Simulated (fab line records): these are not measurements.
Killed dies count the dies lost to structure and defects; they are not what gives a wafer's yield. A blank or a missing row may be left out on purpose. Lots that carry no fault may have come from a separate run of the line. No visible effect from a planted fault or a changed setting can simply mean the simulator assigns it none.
2 desks, one fault ; flow rit cmos ; every desk sees just its own numbers, and what lay behind them comes last

== DESK OF THE TOOL OWNER: implanter-03 ==
For each lot that ran on this tool, the mean over its sampled wafers that have a number, from the tool's own readings at RIT_NSD_IMPLANT_08. A lot is out of limits, marked OUT, if its mean lies more than 4 standard deviations from the usual mean; the brackets give that distance.
Columns: A = dose ions cm2 at RIT_NSD_IMPLANT_08, usual 9.998e+14; B = end station pressure torr at RIT_NSD_IMPLANT_08, usual 7.5e-06 Torr; C = faraday current uA at RIT_NSD_IMPLANT_08, usual 3129
lot;first seen here;A;B;C
L760;day 3 04:47;9.993e+14;8.0e-06;3064
L762;day 3 15:11;9.996e+14;7.4e-06;3138
L765;day 4 01:25;9.988e+14;7.5e-06;3177
L766;day 4 05:55;1.001e+15;7.4e-06;3160
L768;day 4 15:54;1.019e+15 (+19) OUT;7.8e-06;3239
L770;day 5 01:29;1.019e+15 (+20) OUT;7.9e-06;3253
This desk's verdict: out of limits on L768, L770, starting with L768 at day 4 15:54 (dose ions cm2 at RIT_NSD_IMPLANT_08). Within limits: L760, L762, L765, L766.

== FROM THE METROLOGY DESK ==
What the gauges read, lot by lot, whatever tool the lot ran on: means of the sampled wafers that have a number. A lot is out of limits, marked OUT, if its mean lies more than 4 standard deviations from the usual mean; the brackets give that distance.
Columns: A = cd nm at RIT_GATE_CD_MEAS_90, usual 149.6 nm; B = PSD_TW at RIT_PSD_TW_MEAS_10, usual 3417; C = NSD_RS at RIT_SDANNEAL_RS_MEAS_05, usual 84.49 ohm/sq; D = NLDD_RS at RIT_SDANNEAL_RS_MEAS_07, usual 151.5 ohm/sq
lot;first seen here;A;B;C;D
L760;day 2 18:10;150.8;3386;84.48;151.5
L761;day 2 19:34;147.6;3375;84.74;151.5
L762;day 3 04:26;149.0;3406;84.40;151.1
L763;day 3 06:10;145.7;3369;84.26;152.8
L764;day 3 12:56;145.8;3499;84.83;152.0
L765;day 3 15:05;150.3;3492;85.02;152.7
L766;day 3 19:45;150.1;3497;84.16;150.8
L768;day 4 06:23;149.2;3382;83.36;150.7
L770;day 4 15:48;149.7;3398;82.80 (-5.8) OUT;151.5
L778;day 6 06:25;152.1;3493;84.73;152.0
L779;day 6 11:56;150.5;3376;84.21;151.8
L781;day 6 22:28;153.5;3392;84.22;151.9
L783;day 7 07:34;152.0;3395;84.38;150.5
Finding of this desk: L770 out of limits, first seen on L770 at day 5 03:58 (NSD_RS at RIT_SDANNEAL_RS_MEAS_05). Within limits: L760, L761, L762, L763, L764, L765, L766, L768, L778, L779, L781, L783.

== ALL TOGETHER ==
At day 4 15:54, on L768, L770, the tool owner's desk was in a position to raise an alarm.
L770 would have let the metrology desk raise an alarm at day 5 03:58.
The metrology desk holds a record of L768, inside its limits.
On implanter-03, each named lot ran RIT_NSD_IMPLANT_08.

== WHAT THE SIMULATOR HAD INSERTED ==
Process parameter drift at RIT_NSD_IMPLANT_08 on implanter-03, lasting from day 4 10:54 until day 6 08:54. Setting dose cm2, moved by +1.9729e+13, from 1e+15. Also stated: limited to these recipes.
Struck lots among those shown: L768, L770.
Fault start to first reading out of limits, in hours, per desk: tool owner, 5; metrology, 17.
